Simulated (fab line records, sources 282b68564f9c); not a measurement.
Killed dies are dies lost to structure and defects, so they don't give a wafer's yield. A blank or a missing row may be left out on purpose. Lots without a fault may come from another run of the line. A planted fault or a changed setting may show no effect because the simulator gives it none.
fab line records | flow rit_cmos
record lots=6 wafers=18 last_day=7
route steps=202 shown GATE@89 REOX@98 NLDD@103 PLDD@114 SPACER@125 M1@202
lots that met no fault: from a run of the same line without faults
start_h: hours from the record's first day to the start of the lot's first wafer shown | wait_h: hours since the lot's step before | " the same as in the row above | L1.1+2: a row that stands for several wafers | - no value, or no start given | * or withheld: withheld | < > ~ a bound
route shown NAME@n: a module of which the file shows steps, and the number in the route of the first | usual: mean/standard deviation of fault-free wafers | same: alike in all rows | chamber/n: place in a boat | sites: the reading at each site | _std_site: their standard deviation | _edge_site: outer sites' mean less inner sites' | radius_mm: how far each site lies from the wafer's centre | mask NAME#n: copy n | behind: the tool/chamber that last shaped the wafer | hold: why the lot was held/for how many hours/how that ended | device: the transistor (n, p or np) that didn't switch | end of line: the same wafers' tests at the end of the route | a step without rows: its recipe alone | killed: dies lost to structure and defects at the first sort, not the wafer's yield | map: a wafer's dies, x killed, . not, _ none there
set.NAME: the setting as run; set.NAME@STEP: as run at that earlier step | model.NAME: the simulator's own value behind a step, which no gauge read
lots at some steps of the route; a table a step, a row a wafer
services: from which hour (start_h, from the record's first day; less than 0 if before it) a tool's chamber was out of use, for how many hours, and why
## steps
# step RIT_GATE_EXPOSE_13
# recipe mask_id=M6 na=0.6 source_shape=conventional sigma_outer=0.6 target_cd_nm=150 dose_mj=380
# step RIT_GATE_PEB_14
# recipe resist=NOVOLAK temp_c=withheld time_s=withheld
# step RIT_GATE_DEVELOP_15
# recipe resist=NOVOLAK develop_time_s=48.17 dev_temp_c=23
# step RIT_GATE_CD_MEAS_16
# recipe target_cd_nm=150
# usual cd_nm=150.4/2.1
# columns lot.wafer tool chamber start_h wait_h cd_nm
L908.2 cd_sem-01 - 51.73 - 150.9
L908.4 " - " " 150.1
L908.5 " - " " 148.4
L912.1 cd_sem-01 - 71.69 - 153.5
L912.2 " - " " 148.9
L912.6 " - " " 149.8
L919.3 cd_sem-01 - 107.82 - 149.6
L919.4 " - " " 151.6
L919.6 " - " " 149.6
L920.3 cd_sem-01 - 114.93 - 151.0
L920.4 " - " " 152.2
L920.6 " - " " 151.8
L924.3 cd_sem-02 - 135.60 - 149.5
L924.4 " - " " 151.0
L924.5 " - " " 151.4
L926.1 cd_sem-02 - 145.56 - 153.5
L926.3 " - " " 153.9
L926.4 " - " " 153.7
# step RIT_GATE_OVL_MEAS_17
# usual GATE_OVL=1.0/1.3
# columns lot.wafer tool chamber start_h wait_h GATE_OVL[nm]
L908.2 overlay-02 - 51.83 0.1 2.0
L908.4 " - " " -0.5
L908.5 " - " " 2.7
L912.1 overlay-01 - 71.81 0.1 3.0
L912.2 " - " " 0.5
L912.6 " - " " 3.0
L919.3 overlay-01 - 107.91 0.1 0.4
L919.4 " - " " 0.3
L919.6 " - " " 0.3
L920.3 overlay-01 - 115.03 0.1 0.9
L920.4 " - " " 1.9
L920.6 " - " " 0.3
L924.3 overlay-01 - 135.69 0.1 1.0
L924.4 " - " " 1.2
L924.5 " - " " 0.2
L926.1 overlay-02 - 145.68 0.1 1.0
L926.3 " - " " 1.0
L926.4 " - " " 2.2
# step RIT_GATE_HARDBAKE_18
# recipe resist=NOVOLAK temp_c=140 time_s=60
# step RIT_GATE_ETCH_19
# recipe chemistry=SF6/CHF3/O2 time_s=165 SF6_flow_sccm=30 CHF3_flow_sccm=30 O2_flow_sccm=5 target=poly-Si pressure_mtorr=40 rf_w=160 target_depth_a=3125 over_etch_frac=0.25 stop_on=SiO2
# usual drypump_motor_current_A=5.6/0.61 oes_product_au=0.853/0.013 throttle_valve_pct=10.26/0.09
# columns lot.wafer tool chamber start_h wait_h drypump_motor_current_A oes_product_au rf_hours_counter_h throttle_valve_pct
L908.2 rie_si-01 2 52.01 0.1 5.2 0.879 40 10.39
L908.4 " 3 " " 4.6 0.874 138 10.39
L908.5 " 2 " " 5.3 0.885 - 10.39
L912.1 rie_si-01 1 71.99 0.1 6.1 0.844 80 10.17
L912.2 " 3 " " 4.6 0.859 138 10.38
L912.6 " 3 " " 4.6 0.857 - 10.39
L919.3 rie_si-02 2 108.08 0.1 6.0 0.842 4 10.26
L919.4 " 3 " " 5.5 0.870 58 10.21
L919.6 " 2 " " 6.0 0.836 - 10.27
L920.3 rie_si-01 2 115.20 0.1 5.2 0.876 40 10.37
L920.4 " 0 " " 6.1 0.861 0 10.18
L920.6 " 1 " " 6.1 0.843 - 10.17
L924.3 rie_si-01 2 135.86 0.1 5.3 0.864 41 10.37
L924.4 " 3 " " 4.6 0.845 139 10.40
L924.5 " 1 " " 6.1 0.833 - 10.17
L926.1 rie_si-01 1 145.87 0.1 6.1 0.842 81 10.17
L926.3 " 3 " " 4.6 0.866 139 10.40
L926.4 " 0 " " 6.1 0.853 0 10.19
# step RIT_GATE_STRIP_20
# recipe chemistry=O2 time_s=180 resist=NOVOLAK platen_temp_c=withheld power_w=500 pressure_mtorr=4000 o2_flow_sccm=4000
# usual drypump_motor_current_A=5.4/0.32
# columns lot.wafer tool chamber start_h wait_h drypump_motor_current_A rf_hours_counter_h
L908.2 plasma_asher-03 1 52.12 0.1 5.4 40
L908.4 " 0 " " 6.0 -
L908.5 " 0 " " 5.9 -
L912.1 plasma_asher-03 0 72.10 0.1 6.0 42
L912.2 " 1 " " 5.4 42
L912.6 " 0 " " 6.0 -
L919.3 plasma_asher-02 0 108.25 0.1 5.0 -
L919.4 " 1 " " 5.7 -
L919.6 " 0 " " 5.0 -
L920.3 plasma_asher-03 1 115.37 0.1 5.4 -
L920.4 " 0 " " 6.0 -
L920.6 " 0 " " 6.0 -
L924.3 plasma_asher-03 0 136.03 0.1 5.9 -
L924.4 " 1 " " 5.4 -
L924.5 " 1 " " 5.4 -
L926.1 plasma_asher-01 0 145.98 0.1 5.4 3
L926.3 " 1 " " 5.3 -
L926.4 " 0 " " 5.4 -
# step RIT_GATE_CD_MEAS_90
# recipe target_cd_nm=150
# usual cd_nm=150.4/2.1
# columns lot.wafer tool chamber start_h wait_h cd_nm
L908.2 cd_sem-02 - 52.32 0.1 151.2
L908.4 " - " " 150.2
L908.5 " - " " 148.7
L912.1 cd_sem-02 - 72.27 0.1 153.2
L912.2 " - " " 148.9
L912.6 " - " " 149.7
L919.3 cd_sem-02 - 108.41 0.1 149.8
L919.4 " - " " 151.5
L919.6 " - " " 150.0
L920.3 cd_sem-01 - 115.52 0.1 150.5
L920.4 " - " " 152.3
L920.6 " - " " 152.2
L924.3 cd_sem-02 - 136.19 0.1 149.1
L924.4 " - " " 150.5
L924.5 " - " " 151.5
L926.1 cd_sem-02 - 146.15 0.1 154.0
L926.3 " - " " 154.1
L926.4 " - " " 153.5
# step RIT_REOX_CLEAN_00
# recipe chemistry=SC1 mix=3:3:50 time_s=577 temp_c=75
# step RIT_REOX_CLEAN_01
# recipe chemistry=dHF dilution=50:1 time_s=30
# step RIT_REOX_CLEAN_02
# recipe chemistry=SC2 mix=3:3:50 time_s=600 temp_c=75 dry=n2_spin
# step RIT_REOX_OXIDATION_03
# recipe temp_c=900 ambient=O2 target_thk_a=252 ox_time_s=5580
# usual spike_tc_centre_C=903.2/1.3 spike_tc_load_C=925.8/1.1 tube_center_temp_C=900/0.083 tube_center_temp_C_max=902.3/0.34
# columns lot.wafer tool chamber start_h wait_h spike_tc_centre_C spike_tc_load_C tube_center_temp_C tube_center_temp_C_max model.SiO2_of_REOX_OXIDATION_03.thk_nm
L908.2 furnace-03 0 53.41 0.6 904.4 925.2 899.79 902.3 25.7
L908.4 " 0 " " 903.9 925.5 899.91 902.0 25.7
L908.5 " 0 " " 902.8 927.4 900.05 902.5 25.56
L912.1 furnace-01 0 73.32 0.5 905.0 925.2 899.93 901.9 25.27
L912.2 " 0 " " 905.1 925.3 899.88 902.1 25.59
L912.6 " 0 " " 904.6 924.2 899.94 902.3 25.37
L919.3 furnace-01 0 108.85 0.0 910.9 931.1 906.29 908.2 26.9
L919.4 " 0 " " 908.6 932.1 906.39 908.3 26.72
L919.6 " 0 " " 909.5 932.9 906.35 908.1 26.99
L920.3 furnace-01 0 115.97 0.0 908.7 932.0 906.3 908.4 27.05
L920.4 " 0 " " 909.7 930.5 906.17 908.1 26.89
L920.6 " 0 " " 908.1 932.5 906.37 908.7 26.97
L924.3 furnace-03 0 137.60 1.0 903.1 924.3 900.05 902.9 24.88
L924.4 " 0 " " 903.3 926.1 899.95 901.8 25.13
L924.5 " 0 " " 904.0 925.9 899.96 902.0 24.99
L926.1 furnace-04 0 146.64 0.0 900.9 925.5 900.05 902.2 25.29
L926.3 " 0 " " 902.3 926.1 899.99 902.4 25.19
L926.4 " 0 " " 903.9 927.2 900.19 902.3 25.48
# step RIT_REOX_THK_MEAS_04
# recipe reads=SiO2_of_REOX_OXIDATION_03
# usual REOX_OXIDE_THK=25.5/0.41
# columns lot.wafer tool chamber start_h wait_h REOX_OXIDE_THK[nm]
L908.2 film_metro-04 - 55.97 0.0 25.7
L908.4 " - " " 25.7
L908.5 " - " " 25.6
L912.1 film_metro-04 - 75.87 0.0 25.2
L912.2 " - " " 25.6
L912.6 " - " " 25.4
L919.3 film_metro-02 - 111.42 0.0 26.9
L919.4 " - " " 26.7
L919.6 " - " " 26.9
L920.3 film_metro-02 - 118.54 0.0 27.0
L920.4 " - " " 26.9
L920.6 " - " " 27.0
L924.3 film_metro-02 - 140.17 0.0 24.9
L924.4 " - " " 25.2
L924.5 " - " " 25.0
L926.1 film_metro-03 - 149.19 0.0 25.2
L926.3 " - " " 25.2
L926.4 " - " " 25.5
# step RIT_NLDD_HMDS_00
# recipe prime_time_s=60 prime_temp_c=140
# step RIT_NLDD_COAT_01
# recipe resist=NOVOLAK spin_rpm=3250 resist_thk_nm=1000
# step RIT_NLDD_SOFTBAKE_02
# recipe resist=NOVOLAK temp_c=90 time_s=60
# step RIT_NLDD_EXPOSE_03
# recipe mask_id=M7 na=0.57 target_cd_nm=40700 dose_mj=250
# step RIT_NLDD_PEB_04
# recipe resist=NOVOLAK temp_c=withheld time_s=withheld
# step RIT_NLDD_DEVELOP_05
# recipe resist=NOVOLAK develop_time_s=50 dev_temp_c=23
# step RIT_NLDD_OVL_MEAS_06
# usual NLDD_OVL=0.6/1.3
# columns lot.wafer tool chamber start_h wait_h NLDD_OVL[nm]
L908.2 overlay-02 - 57.00 - 0.4
L908.4 " - " " 1.3
L908.5 " - " " 1.5
L912.1 overlay-01 - 76.78 - 0.8
L912.2 " - " " 0.5
L912.6 " - " " 0.7
L919.3 overlay-02 - 112.54 - 1.7
L919.4 " - " " 0.2
L919.6 " - " " 1.6
L920.3 overlay-01 - 119.44 - -1.5
L920.4 " - " " -1.9
L920.6 " - " " -1.5
L924.3 overlay-01 - 141.20 - 2.6
L924.4 " - " " 1.9
L924.5 " - " " 1.2
L926.1 overlay-01 - 150.10 - 0.4
L926.3 " - " " 1.1
L926.4 " - " " -0.7
# step RIT_NLDD_HARDBAKE_07
# recipe resist=NOVOLAK temp_c=140 time_s=60
# step RIT_NLDD_IMPLANT_08
# recipe species=P energy_kev=20 dose_cm2=5e+14 tilt_deg=7
# step RIT_NLDD_STRIP_09
# recipe chemistry=O2 time_s=180 resist=NOVOLAK platen_temp_c=withheld power_w=500 pressure_mtorr=4000 o2_flow_sccm=4000
# usual drypump_motor_current_A=5.43/0.23
# columns lot.wafer tool chamber start_h wait_h drypump_motor_current_A rf_hours_counter_h
L908.2 plasma_asher-03 0 57.33 0.1 5.96 41
L908.4 " 1 " " 5.37 -
L908.5 " 1 " " 5.38 -
L912.1 plasma_asher-03 1 77.47 0.1 5.39 43
L912.2 " 0 " " 6.00 43
L912.6 " 0 " " 6.03 -
L919.3 plasma_asher-04 0 112.92 0.1 5.37 -
L919.4 " 1 " " 5.30 -
L919.6 " 0 " " 5.40 -
L920.3 plasma_asher-01 0 119.86 0.1 5.36 -
L920.4 " 1 " " 5.26 -
L920.6 " 0 " " 5.36 -
L924.3 plasma_asher-03 1 141.58 0.1 5.40 -
L924.4 " 0 " " 5.95 -
L924.5 " 0 " " 5.96 -
L926.1 plasma_asher-01 1 150.44 0.1 5.26 4
L926.3 " 1 " " 5.26 -
L926.4 " 0 " " 5.35 -
# step RIT_NLDD_TW_MEAS_10
# usual NLDD_TW=2461/14
# columns lot.wafer tool chamber start_h wait_h NLDD_TW
L908.2 film_metro-01 - 57.51 0.1 2463
L908.4 " - " " 2452
L908.5 " - " " 2450
L912.1 film_metro-03 - 77.64 0.1 2474
L912.2 " - " " 2488
L912.6 " - " " 2497
L919.3 film_metro-02 - 113.06 0.1 2465
L919.4 " - " " 2461
L919.6 " - " " 2465
L920.3 film_metro-01 - 120.00 0.1 2437
L920.4 " - " " 2442
L920.6 " - " " 2428
L924.3 film_metro-01 - 141.72 0.1 2443
L924.4 " - " " 2434
L924.5 " - " " 2449
L926.1 film_metro-02 - 150.61 0.1 2451
L926.3 " - " " 2454
L926.4 " - " " 2457
# step RIT_PLDD_HMDS_00
# recipe prime_time_s=60 prime_temp_c=140
# step RIT_PLDD_COAT_01
# recipe resist=NOVOLAK spin_rpm=3250 resist_thk_nm=1000
# step RIT_PLDD_SOFTBAKE_02
# recipe resist=NOVOLAK temp_c=90 time_s=60
# step RIT_PLDD_EXPOSE_03
# recipe mask_id=M8 na=0.57 target_cd_nm=40900 dose_mj=250
# step RIT_PLDD_PEB_04
# recipe resist=NOVOLAK temp_c=withheld time_s=withheld
# step RIT_PLDD_DEVELOP_05
# recipe resist=NOVOLAK develop_time_s=50 dev_temp_c=23.98
# step RIT_PLDD_OVL_MEAS_06
# usual PLDD_OVL=0.4/1.4
# columns lot.wafer tool chamber start_h wait_h PLDD_OVL[nm]
L908.2 overlay-02 - 58.69 - 2.3
L908.4 " - " " 2.1
L908.5 " - " " 1.9
L912.1 overlay-01 - 78.55 - 1.7
L912.2 " - " " 0.8
L912.6 " - " " 1.0
L919.3 overlay-02 - 114.08 - -0.4
L919.4 " - " " -0.4
L919.6 " - " " -0.4
L920.3 overlay-02 - 121.15 - -0.7
L920.4 " - " " -2.2
L920.6 " - " " -1.6
L924.3 overlay-01 - 142.75 - 1.6
L924.4 " - " " 1.4
L924.5 " - " " 1.6
L926.1 overlay-02 - 151.52 - 0.4
L926.3 " - " " -0.4
L926.4 " - " " 1.7
# step RIT_PLDD_HARDBAKE_07
# recipe resist=NOVOLAK temp_c=140 time_s=60
# step RIT_PLDD_IMPLANT_08
# recipe species=BF2 energy_kev=20 dose_cm2=9e+14 tilt_deg=7
# step RIT_PLDD_STRIP_09
# recipe chemistry=O2 time_s=180 resist=NOVOLAK platen_temp_c=withheld power_w=500 pressure_mtorr=4000 o2_flow_sccm=4000
# usual drypump_motor_current_A=5.43/0.29
# columns lot.wafer tool chamber start_h wait_h drypump_motor_current_A rf_hours_counter_h
L908.2 plasma_asher-03 0 59.02 0.1 5.95 41
L908.4 " 1 " " 5.40 -
L908.5 " 1 " " 5.39 -
L912.1 plasma_asher-02 0 78.89 0.1 5.00 46
L912.2 " 1 " " 5.61 46
L912.6 " 0 " " 5.00 -
L919.3 plasma_asher-04 1 114.47 0.1 5.28 -
L919.4 " 0 " " 5.43 -
L919.6 " 0 " " 5.43 -
L920.3 plasma_asher-03 0 121.53 0.1 5.93 -
L920.4 " 1 " " 5.39 -
L920.6 " 0 " " 5.92 -
L924.3 plasma_asher-04 0 143.13 0.1 5.39 -
L924.4 " 1 " " 5.29 -
L924.5 " 1 " " 5.30 -
L926.1 plasma_asher-02 0 151.86 0.1 4.98 53
L926.3 " 1 " " 5.65 -
L926.4 " 0 " " 4.99 -
# step RIT_PLDD_TW_MEAS_10
# usual PLDD_TW=2321/18
# columns lot.wafer tool chamber start_h wait_h PLDD_TW
L908.2 film_metro-03 - 59.20 0.1 2336
L908.4 " - " " 2330
L908.5 " - " " 2330
L912.1 film_metro-03 - 79.06 0.1 2326
L912.2 " - " " 2323
L912.6 " - " " 2335
L919.3 film_metro-02 - 114.60 0.1 2317
L919.4 " - " " 2312
L919.6 " - " " 2330
L920.3 film_metro-01 - 121.67 0.1 2312
L920.4 " - " " 2297
L920.6 " - " " 2300
L924.3 film_metro-02 - 143.27 0.1 2304
L924.4 " - " " 2310
L924.5 " - " " 2309
L926.1 film_metro-02 - 152.03 0.1 2312
L926.3 " - " " 2310
L926.4 " - " " 2315
# step RIT_SPACER_CLEAN_00
# recipe chemistry=SC1 mix=3:3:50 time_s=600 temp_c=75
# usual bath_heat_duty_pct=15.2/1.3
# columns lot.wafer tool chamber start_h wait_h bath_heat_duty_pct model.SiO2_of_REOX_OXIDATION_03.thk_nm
L908.2 wet_bench-01 1 59.25 0.0 16.0 23.68
L908.4 " 1 " " 16.0 23.66
L908.5 " 1 " " 15.5 23.55
L912.1 wet_bench-02 2 79.12 0.1 13.9 23.31
L912.2 " 2 " " 14.2 23.61
L912.6 " 2 " " 13.9 23.41
L919.3 wet_bench-02 2 114.64 0.0 15.5 24.81
L919.4 " 2 " " 15.3 24.64
L919.6 " 2 " " 14.1 24.89
L920.3 wet_bench-02 2 121.71 0.0 14.4 24.96
L920.4 " 2 " " 14.5 24.82
L920.6 " 2 " " 15.0 24.89
L924.3 wet_bench-01 0 143.31 0.0 13.8 22.96
L924.4 " 0 " " 14.6 23.19
L924.5 " 0 " " 14.1 23.07
L926.1 wet_bench-02 1 152.09 0.1 12.9 23.3
L926.3 " 1 " " 14.8 23.22
L926.4 " 1 " " 14.5 23.48
# step RIT_SPACER_CLEAN_01
# recipe chemistry=dHF dilution=50:1 time_s=30
# step RIT_M1_PROBE_99
# usual killed_at_M0_to_M3=0.0/0.16 killed_at_contacts=0.1/0.25 killed_at_front_end=7/3.1 killed_dies=7/3.1 killed_open=3.6/2 killed_short=3.5/2
# same gross_dies=264 killed_at_M4_up=0 killed_at_back_side=0 killed_at_other=0
# columns lot.wafer tool chamber start_h wait_h killed_at_M0_to_M3 killed_at_contacts killed_at_front_end killed_dies killed_open killed_short model.etest.pmos_turned.r_on_ohm_um model.etest.pmos_0p3.r_on_ohm_um model.etest.pmos_0p15.r_on_ohm_um model.etest.pldd.rs_ohm_sq model.etest.nmos_0p15.r_on_ohm_um model.etest.nmos_turned.drive_ua_um model.etest.pldd.line_ohm_um model.etest.nldd.rs_ohm_sq
L908.2 prober-01 - 73.49 0.1 1 0 4 5 1 4 3538 6421 2843 502.6 1165 293.5 157.3 373.9
L908.4 prober-01 - 73.59 0.2 0 0 7 7 4 3 3552 6431 2827 500.6 1177 297 158.5 370.7
L908.5 prober-01 - 73.64 0.2 0 0 11 11 5 6 3450 6396 2773 498.1 1159 301.1 156.3 368.7
L912.1 prober-01 - 92.55 0.1 0 1 4 5 3 2 3625 6392 2960 544.3 1173 313 171.3 380.3
L912.2 prober-01 - 92.60 0.1 0 0 6 6 4 2 3561 6383 2851 558.3 1128 309.7 175.5 386.4
L912.6 prober-01 - 92.80 0.2 0 1 9 10 4 6 3571 6371 2876 549.8 1153 310.7 172.8 380.3
L919.3 prober-02 - 128.95 0.2 0 0 4 4 2 2 3857 6622 2993 613.8 1170 272.4 193.2 412.8
L919.4 prober-02 - 129.00 0.2 0 0 12 12 6 6 3809 6539 2996 599.2 1187 276.3 191.3 403.3
L919.6 prober-02 - 129.10 0.2 0 0 4 4 2 2 3812 6491 2956 618.4 1181 277 197.7 412.1
L920.3 prober-01 - 135.12 0.2 0 0 5 5 2 3 4158 6822 3163 679 1210 275 215.3 412.1
L920.4 prober-01 - 135.17 0.2 0 0 1 1 0 1 4155 6859 3207 664.8 1223 283 212.9 408.3
L920.6 prober-01 - 135.27 0.2 0 0 4 4 3 1 4220 6914 3252 673.6 1237 281.5 214.7 411.3
L924.3 prober-01 - 157.71 0.2 0 0 9 9 6 3 3410 6377 2781 502.6 1140 333.2 158.4 392.3
L924.4 prober-01 - 157.76 0.2 0 0 5 5 2 3 3339 6184 2748 512.8 1131 330.1 158.3 394.4
L924.5 prober-01 - 157.81 0.2 0 0 7 7 2 5 3414 6265 2820 505.9 1181 325.4 161.8 393.1
L926.1 prober-01 - 165.70 0.1 0 0 13 13 5 8 3530 6507 2870 478.1 1218 309 151.2 386.1
L926.3 prober-01 - 165.80 0.2 0 0 10 10 7 3 3494 6469 2853 471.4 1212 308.1 149.8 384.1
L926.4 prober-01 - 165.85 0.2 0 0 7 7 0 7 3513 6392 2865 486.9 1204 307.9 157.4 389.4
# killed by level:class
L908.2 SPACER:geometric_particle:short=2 REOX:geometric_particle:short=1 SILICIDE:geometric_particle:short=1 M1:geometric_particle:open=1
L908.4 GATE:geometric_particle:open=2 FOX1:geometric_particle:short=1 REOX:geometric_particle:short=1 SPACER:geometric_particle:open=1 SILICIDE:geometric_particle:open=1 SILICIDE:geometric_particle:short=1
L908.5 GATE:geometric_particle:open=2 REOX:geometric_particle:short=2 SPACER:geometric_particle:short=2 FOX1:geometric_particle:open=1 GATE:geometric_particle:short=1 REOX:geometric_particle:open=1 SPACER:geometric_particle:open=1 SILICIDE:geometric_particle:short=1
L912.1 FOX1:geometric_particle:open=1 FOX2:geometric_particle:short=1 GATE:geometric_particle:open=1 REOX:geometric_particle:open=1 CONTACT:geometric_particle:short=1
L912.2 FOX2:geometric_particle:open=2 SPACER:geometric_particle:open=2 SPACER:geometric_particle:short=1 SILICIDE:geometric_particle:short=1
L912.6 GATE:geometric_particle:short=2 SPACER:geometric_particle:short=2 FOX2:geometric_particle:open=1 FOX2:geometric_particle:short=1 GATE:geometric_particle:open=1 REOX:geometric_particle:open=1 SPACER:geometric_particle:open=1 CONTACT:geometric_particle:short=1
L919.3 FOX1:geometric_particle:short=1 FOX2:geometric_particle:open=1 GATE:geometric_particle:open=1 SPACER:geometric_particle:short=1
L919.4 SPACER:geometric_particle:open=5 GATE:geometric_particle:short=4 SPACER:geometric_particle:short=2 REOX:geometric_particle:open=1
L919.6 REOX:geometric_particle:open=2 GATE:geometric_particle:short=1 SPACER:geometric_particle:short=1
L920.3 GATE:geometric_particle:open=2 REOX:geometric_particle:short=2 SPACER:geometric_particle:short=1
L920.4 GATE:geometric_particle:short=1
L920.6 GATE:geometric_particle:open=3 SILICIDE:geometric_particle:short=1
L924.3 GATE:geometric_particle:open=4 FOX1:geometric_particle:open=1 FOX2:geometric_particle:short=1 GATE:geometric_particle:short=1 SPACER:geometric_particle:short=1 SPACER:geometric_particle:open=1
L924.4 SPACER:geometric_particle:open=2 FOX1:geometric_particle:short=1 GATE:geometric_particle:short=1 SPACER:geometric_particle:short=1
L924.5 SPACER:geometric_particle:short=2 GATE:geometric_particle:short=2 REOX:geometric_particle:short=1 REOX:geometric_particle:open=1 SPACER:geometric_particle:open=1
L926.1 GATE:geometric_particle:open=4 FOX2:geometric_particle:short=3 FOX1:geometric_particle:short=1 GATE:geometric_particle:short=1 REOX:geometric_particle:short=1 SPACER:geometric_particle:open=1 SPACER:geometric_particle:short=1 SILICIDE:geometric_particle:short=1
L926.3 FOX2:geometric_particle:open=3 GATE:geometric_particle:open=2 SPACER:geometric_particle:short=2 SILICIDE:geometric_particle:open=2 GATE:geometric_particle:short=1
L926.4 SILICIDE:geometric_particle:short=4 FOX1:geometric_particle:short=1 REOX:geometric_particle:short=1 SPACER:geometric_particle:short=1
## services
# columns tool chamber start_h hours kind
plasma_asher-04 - 30.46 1.8 repair
furnace-01 - 38.43 3.4 pm
rie_si-02 - 41.77 14.6 pm
plasma_asher-04 - 59.66 0.8 repair
rie_si-01 0 67.85 - clean
rie_si-01 0 67.85 23.2 scheduled_down
rie_si-01 0 67.85 23.2 vent_cycle
plasma_asher-01 - 77.77 2.8 pm
furnace-03 - 83.65 2.4 pm
plasma_asher-02 - 105.46 2.7 repair
plasma_asher-01 - 108.75 9.0 pm
plasma_asher-01 0 108.75 9.0 vent_cycle
plasma_asher-01 1 108.75 9.0 vent_cycle
plasma_asher-01 0 117.75 - clean
plasma_asher-01 1 117.75 - clean
furnace-01 - 119.41 23.6 repair
plasma_asher-03 - 142.47 3.9 repair
plasma_asher-02 - 143.78 2.8 repair
## key
first_sign step=RIT_REOX_OXIDATION_03 reading=tube_center_temp_C direction=up sigmas=70 usual=* struck=*
effect step=RIT_REOX_OXIDATION_03 reading=tube_center_temp_C_max direction=up sigmas=18 usual=* struck=*
effect step=RIT_REOX_THK_MEAS_04 reading=REOX_OXIDE_THK direction=up sigmas=3.5 usual=25.5 struck=26.9
model_effect step=RIT_REOX_OXIDATION_03 value=SiO2_of_REOX_OXIDATION_03.thk_nm without=25.25 struck=26.92
model_effect step=RIT_SPACER_CLEAN_00 value=SiO2_of_REOX_OXIDATION_03.thk_nm without=23.29 struck=24.83
model_effect step=RIT_M1_PROBE_99 value=etest.pmos_turned.r_on_ohm_um without=3623 struck=4002
met_at RIT_REOX_OXIDATION_03
struck_wafers L919.3,L919.4,L919.6,L920.3,L920.4,L920.6
tester_left_out L919,L920
onset_between 73.32 108.85
fault kind=process_parameter_drift tool=furnace-01 chamber=- onset_h=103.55 steps=RIT_REOX_OXIDATION_03 channel=temp_c offset=* shape=step end_h=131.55 acts_in=* stated=*
# tester_left_out: of these lots the tester's yield and bins aren't shown, on N5 and GAA mostly nor the transistor test; their killed dies are dies lost to structure and defects alone, not to doping, threshold or leakage, so they don't give the yield
